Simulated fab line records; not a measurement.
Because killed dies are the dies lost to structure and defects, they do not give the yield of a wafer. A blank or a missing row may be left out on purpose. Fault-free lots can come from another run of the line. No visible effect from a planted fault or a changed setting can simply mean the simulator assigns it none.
fab line records -- flow rit-cmos
[record] lots = 14, wafers = 42, last-day = 7
route steps=202 shown PWELL@52 PRETRO@68 PLDD@159
lots that met no fault: taken from a fault-free run of the same line
start-h: hours from the record's opening day to when the first of the lot's shown wafers began -- wait-h: hours from the lot's prior step to this one -- " unchanged from the row above -- L1.1+2: one row covering several wafers at once -- - value missing, or start not given -- * or withheld: withheld -- < > ~ a bound
route shown NAME@n: names a module that has steps shown in the file, with the first one's number in the route -- usual: mean/standard deviation of fault-free wafers -- same: alike in all rows -- chamber/n: place in a boat -- sites: the reading at each site -- _std_site: how widely they spread, as a standard deviation -- _edge_site: mean of outer sites minus mean of inner sites -- radius-mm: how far each site lies from the wafer's centre -- mask NAME#n: copy n -- behind: the tool/chamber that last shaped the wafer -- hold: what put the lot on hold/how long, in hours/how the hold closed -- device: which transistor (n, p or np) failed to switch -- end of line: the tests these same wafers got at the end of their route -- step lacking rows: just its recipe -- killed: dies lost to structure and defects at the first sort, not the wafer's yield -- map: a wafer's dies, x killed, . not, _ none there
set.NAME: the setting as run; set.NAME@STEP: as run at that earlier step -- model.NAME: the simulator's own value behind a step, which no gauge read
steps of the route over a sample of lots; a table a step, a row a wafer
services: when a tool's chamber went out of use (start-h, in hours from the record's first day, below 0 if earlier), for how many hours, and the reason
[[steps]]
[step RIT_WELLDRIVE_RS_MEAS_02]
[recipe] thk-meas-gauge = four-point-probe
[usual] PWELL_RS = 429.9/1.3
lot.wafer,tool,chamber,start-h,wait-h,PWELL_RS[ohm/sq]
L350.1,film-metro-02,-,32.80,0.1,431.8
L350.5,film-metro-02,-,32.80,0.1,429.8
L350.6,film-metro-02,-,32.80,0.1,430.8
L351.1,film-metro-04,-,39.93,0.1,430.5
L351.4,film-metro-04,-,39.93,0.1,429.1
L351.5,film-metro-04,-,39.93,0.1,431.8
L352.1,film-metro-02,-,45.21,0.1,431.5
L352.2,film-metro-02,-,45.21,0.1,431.5
L352.5,film-metro-02,-,45.21,0.1,431.6
L353.2,film-metro-04,-,49.54,0.1,428.6
L353.5,film-metro-04,-,49.54,0.1,426.2
L353.6,film-metro-04,-,49.54,0.1,428.2
L354.1,film-metro-04,-,53.53,0.1,430.8
L354.2,film-metro-04,-,53.53,0.1,429.8
L354.4,film-metro-04,-,53.53,0.1,430.4
L355.2,film-metro-04,-,57.84,0.1,430.1
L355.3,film-metro-04,-,57.84,0.1,430.0
L355.6,film-metro-04,-,57.84,0.1,429.7
L356.2,film-metro-02,-,63.89,0.1,430.8
L356.5,film-metro-02,-,63.89,0.1,431.2
L356.6,film-metro-02,-,63.89,0.1,431.2
L358.1,film-metro-03,-,74.04,0.1,427.5
L358.5,film-metro-03,-,74.04,0.1,428.6
L358.6,film-metro-03,-,74.04,0.1,428.7
L359.1,film-metro-03,-,78.00,0.1,429.5
L359.2,film-metro-03,-,78.00,0.1,431.2
L359.4,film-metro-03,-,78.00,0.1,431.2
L362.2,film-metro-02,-,96.15,0.1,430.3
L362.3,film-metro-02,-,96.15,0.1,430.6
L362.4,film-metro-02,-,96.15,0.1,431.1
L363.4,film-metro-04,-,100.79,0.1,431.0
L363.5,film-metro-04,-,100.79,0.1,429.6
L363.6,film-metro-04,-,100.79,0.1,431.8
L364.1,film-metro-03,-,103.60,0.1,426.2
L364.4,film-metro-03,-,103.60,0.1,427.2
L364.6,film-metro-03,-,103.60,0.1,426.4
L371.1,film-metro-02,-,137.75,0.1,430.0
L371.2,film-metro-02,-,137.75,0.1,429.5
L371.6,film-metro-02,-,137.75,0.1,429.2
L372.4,film-metro-02,-,144.21,0.1,430.3
L372.5,film-metro-02,-,144.21,0.1,430.7
L372.6,film-metro-02,-,144.21,0.1,429.3
[step RIT_PRETRO_PEB_04]
[recipe] resist = NOVOLAK, temp-c = withheld, time-s = withheld
[usual] chill-plate-temp-C = *, exhaust-pa = 45.1/0.89
lot.wafer,tool,chamber,start-h,wait-h,chill-plate-temp-C,exhaust-pa
L350.1,litho-track-01,0,35.04,0.1,*,46.1
L350.5,litho-track-01,0,35.04,0.1,*,46.6
L350.6,litho-track-01,0,35.04,0.1,*,46.1
L351.1,litho-track-02,0,42.22,0.2,*,44.9
L351.4,litho-track-02,0,42.22,0.2,*,43.7
L351.5,litho-track-02,0,42.22,0.2,*,43.5
L352.1,litho-track-01,0,47.46,0.1,*,45.7
L352.2,litho-track-01,0,47.46,0.1,*,44.0
L352.5,litho-track-01,0,47.46,0.1,*,45.4
L353.2,litho-track-01,0,51.91,0.1,*,44.4
L353.5,litho-track-01,0,51.91,0.1,*,44.8
L353.6,litho-track-01,0,51.91,0.1,*,44.4
L354.1,litho-track-02,0,56.11,0.1,*,44.9
L354.2,litho-track-02,0,56.11,0.1,*,45.4
L354.4,litho-track-02,0,56.11,0.1,*,45.1
L355.2,litho-track-01,0,60.20,0.1,*,45.7
L355.3,litho-track-01,0,60.20,0.1,*,45.2
L355.6,litho-track-01,0,60.20,0.1,*,45.8
L356.2,litho-track-04,0,66.26,0.1,*,45.6
L356.5,litho-track-04,0,66.26,0.1,*,43.7
L356.6,litho-track-04,0,66.26,0.1,*,45.0
L358.1,litho-track-02,0,76.39,0.1,*,45.1
L358.5,litho-track-02,0,76.39,0.1,*,44.8
L358.6,litho-track-02,0,76.39,0.1,*,45.0
L359.1,litho-track-04,0,80.23,0.1,*,43.3
L359.2,litho-track-04,0,80.23,0.1,*,44.6
L359.4,litho-track-04,0,80.23,0.1,*,43.7
L362.2,litho-track-04,0,98.52,0.1,*,44.2
L362.3,litho-track-04,0,98.52,0.1,*,44.1
L362.4,litho-track-04,0,98.52,0.1,*,43.4
L363.4,litho-track-04,0,103.17,0.1,*,46.1
L363.5,litho-track-04,0,103.17,0.1,*,44.0
L363.6,litho-track-04,0,103.17,0.1,*,45.6
L364.1,litho-track-02,0,106.25,0.1,*,44.8
L364.4,litho-track-02,0,106.25,0.1,*,43.7
L364.6,litho-track-02,0,106.25,0.1,*,44.9
L371.1,litho-track-02,-,140.25,0.1,-,-
L371.2,litho-track-02,-,140.25,0.1,-,-
L371.6,litho-track-02,-,140.25,0.1,-,-
L372.4,litho-track-01,-,146.59,0.1,-,-
L372.5,litho-track-01,-,146.59,0.1,-,-
L372.6,litho-track-01,-,146.59,0.1,-,-
[step RIT_PRETRO_STRIP_09]
[recipe] chemistry = O2, time-s = 180, resist = NOVOLAK, platen-temp-c = withheld, power-w = 500, pressure-mtorr = 4000, o2-flow-sccm = 4000
[usual] chamber-pressure-mTorr = 4000/3.7, drypump-motor-current-A = 5.4/0.34, o2-flow-sccm = 4000/12
[same] time-s = 180
lot.wafer,tool,chamber,start-h,wait-h,chamber-pressure-mTorr,drypump-motor-current-A,o2-flow-sccm,rf-hours-counter-h
L350.1,plasma-asher-04,1,35.79,0.1,4000,5.3,4007,40
L350.5,plasma-asher-04,0,35.79,0.1,3999,5.9,4007,-
L350.6,plasma-asher-04,1,35.79,0.1,4002,5.3,4007,-
L351.1,plasma-asher-02,0,42.97,0.1,3997,5.7,3978,25
L351.4,plasma-asher-02,0,42.97,0.1,3996,5.7,3979,-
L351.5,plasma-asher-02,1,42.97,0.1,4009,4.7,3977,-
L352.1,plasma-asher-01,0,48.20,0.1,4004,5.3,3989,41
L352.2,plasma-asher-01,1,48.20,0.1,4000,5.5,4011,41
L352.5,plasma-asher-01,0,48.20,0.1,4002,5.3,3990,-
L353.2,plasma-asher-01,0,52.63,0.1,3997,5.3,4010,41
L353.5,plasma-asher-01,1,52.63,0.1,4004,5.6,4001,-
L353.6,plasma-asher-01,0,52.63,0.1,4000,5.3,4007,-
L354.1,plasma-asher-02,0,56.86,0.1,3998,5.7,4004,26
L354.2,plasma-asher-02,1,56.86,0.1,4007,4.7,4005,26
L354.4,plasma-asher-02,0,56.86,0.1,4001,5.7,3997,-
L355.2,plasma-asher-04,0,60.93,0.1,3997,5.9,4023,43
L355.3,plasma-asher-04,0,60.93,0.1,4002,5.9,4021,-
L355.6,plasma-asher-04,1,60.93,0.1,4005,5.3,3980,-
L356.2,plasma-asher-01,0,66.98,0.1,4000,5.3,3998,43
L356.5,plasma-asher-01,1,66.98,0.1,3999,5.5,4002,-
L356.6,plasma-asher-01,0,66.98,0.1,4000,5.3,4013,-
L358.1,plasma-asher-01,0,77.19,0.1,3998,5.4,3989,44
L358.5,plasma-asher-01,1,77.19,0.1,3997,5.5,3989,-
L358.6,plasma-asher-01,0,77.19,0.1,3998,5.3,4010,-
L359.1,plasma-asher-04,1,80.98,0.1,3995,5.4,4018,45
L359.2,plasma-asher-04,0,80.98,0.1,3999,5.9,4018,45
L359.4,plasma-asher-04,0,80.98,0.1,4001,5.9,4004,-
L362.2,plasma-asher-04,0,99.24,0.1,4000,6.0,3984,47
L362.3,plasma-asher-04,1,99.24,0.1,4001,5.3,4021,-
L362.4,plasma-asher-04,0,99.24,0.1,4003,5.9,3998,-
L363.4,plasma-asher-01,1,103.90,0.1,4006,5.5,4010,-
L363.5,plasma-asher-01,0,103.90,0.1,4000,5.3,4012,-
L363.6,plasma-asher-01,1,103.90,0.1,3996,5.5,4016,-
L364.1,plasma-asher-01,0,107.00,0.1,4002,5.3,4003,47
L364.4,plasma-asher-01,0,107.00,0.1,3997,5.3,4000,-
L364.6,plasma-asher-01,1,107.00,0.1,4001,5.5,4013,-
L371.1,plasma-asher-02,1,141.00,0.1,4002,4.7,3997,35
L371.2,plasma-asher-02,0,141.00,0.1,4001,5.7,3973,35
L371.6,plasma-asher-02,1,141.00,0.1,3997,4.7,3993,-
L372.4,plasma-asher-01,1,147.32,0.1,4002,5.5,3995,-
L372.5,plasma-asher-01,0,147.32,0.1,4004,5.3,4000,-
L372.6,plasma-asher-01,1,147.32,0.1,3997,5.5,3995,-
[step RIT_SDANNEAL_RS_MEAS_06]
[recipe] thk-meas-gauge = four-point-probe
[usual] PLDD_RS = 178.6/0.55
lot.wafer,tool,chamber,start-h,wait-h,PLDD_RS[ohm/sq]
L350.1,film-metro-04,-,55.76,0.1,178.2
L350.5,film-metro-04,-,55.76,0.1,178.9
L350.6,film-metro-04,-,55.76,0.1,177.9
L351.1,film-metro-04,-,61.11,0.1,178.2
L351.4,film-metro-04,-,61.11,0.1,178.3
L351.5,film-metro-04,-,61.11,0.1,178.2
L352.1,film-metro-02,-,65.90,0.1,179.6
L352.2,film-metro-02,-,65.90,0.1,179.1
L352.5,film-metro-02,-,65.90,0.1,179.4
L353.2,film-metro-04,-,70.45,0.1,177.7
L353.5,film-metro-04,-,70.45,0.1,178.6
L353.6,film-metro-04,-,70.45,0.1,177.7
L354.1,film-metro-02,-,74.90,0.1,179.5
L354.2,film-metro-02,-,74.90,0.1,179.1
L354.4,film-metro-02,-,74.90,0.1,179.1
L355.2,film-metro-02,-,79.56,0.1,179.3
L355.3,film-metro-02,-,79.56,0.1,179.7
L355.6,film-metro-02,-,79.56,0.1,179.3
L356.2,film-metro-01,-,86.22,0.1,178.2
L356.5,film-metro-01,-,86.22,0.1,177.8
L356.6,film-metro-01,-,86.22,0.1,178.5
L358.1,film-metro-01,-,99.85,0.1,178.5
L358.5,film-metro-01,-,99.85,0.1,178.0
L358.6,film-metro-01,-,99.85,0.1,178.2
L359.1,film-metro-04,-,100.37,0.1,177.7
L359.2,film-metro-04,-,100.37,0.1,178.3
L359.4,film-metro-04,-,100.37,0.1,178.4
L363.4,film-metro-01,-,121.91,0.1,177.6
L363.5,film-metro-01,-,121.91,0.1,177.9
L363.6,film-metro-01,-,121.91,0.1,178.2
L362.2,film-metro-01,-,122.54,0.1,178.4
L362.3,film-metro-01,-,122.54,0.1,178.4
L362.4,film-metro-01,-,122.54,0.1,178.3
L364.1,film-metro-01,-,125.51,0.1,178.0
L364.4,film-metro-01,-,125.51,0.1,178.5
L364.6,film-metro-01,-,125.51,0.1,178.5
L371.1,film-metro-04,-,159.47,0.1,179.1
L371.2,film-metro-04,-,159.47,0.1,179.1
L371.6,film-metro-04,-,159.47,0.1,179.0
L372.4,film-metro-04,-,165.28,0.1,179.2
L372.5,film-metro-04,-,165.28,0.1,178.8
L372.6,film-metro-04,-,165.28,0.1,179.1
[[services]]
tool,chamber,start-h,hours,kind
plasma-asher-04,-,108.75,9.0,pm
plasma-asher-04,0,108.75,9.0,vent-cycle
plasma-asher-04,1,108.75,9.0,vent-cycle
plasma-asher-02,-,112.24,1.4,repair
plasma-asher-04,0,117.75,-,clean
plasma-asher-04,1,117.75,-,clean
plasma-asher-02,-,136.57,2.0,repair
[[key]]
[first-sign] step = RIT_PRETRO_PEB_04, reading = tool-record, direction = missing
effect none on later readings
met-at RIT_PRETRO_PEB_04
struck-lots L371,L372
sort-left-out L371.1,L371.2,L371.6,L372.4,L372.5,L372.6
tester-left-out L371,L372
not-acting-at RIT_WELLDRIVE_RS_MEAS_02,RIT_PRETRO_STRIP_09,RIT_SDANNEAL_RS_MEAS_06
onset-between 106.25 140.25
[fault] kind = skipped-step-whole, tool = litho-track-01,litho-track-02, chamber = -, onset-h = 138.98, steps = RIT_PRETRO_PEB_04, scope = struck-lots-only
// tester-left-out: of these lots the tester's yield and bins aren't shown, on N5 and GAA mostly nor the transistor test; their killed dies are dies lost to structure and defects alone, not to doping, threshold or leakage, so they don't give the yield
// sort-left-out: the simulated sort isn't trusted on such a fault, so these wafers' sort isn't shown, and their yield isn't known
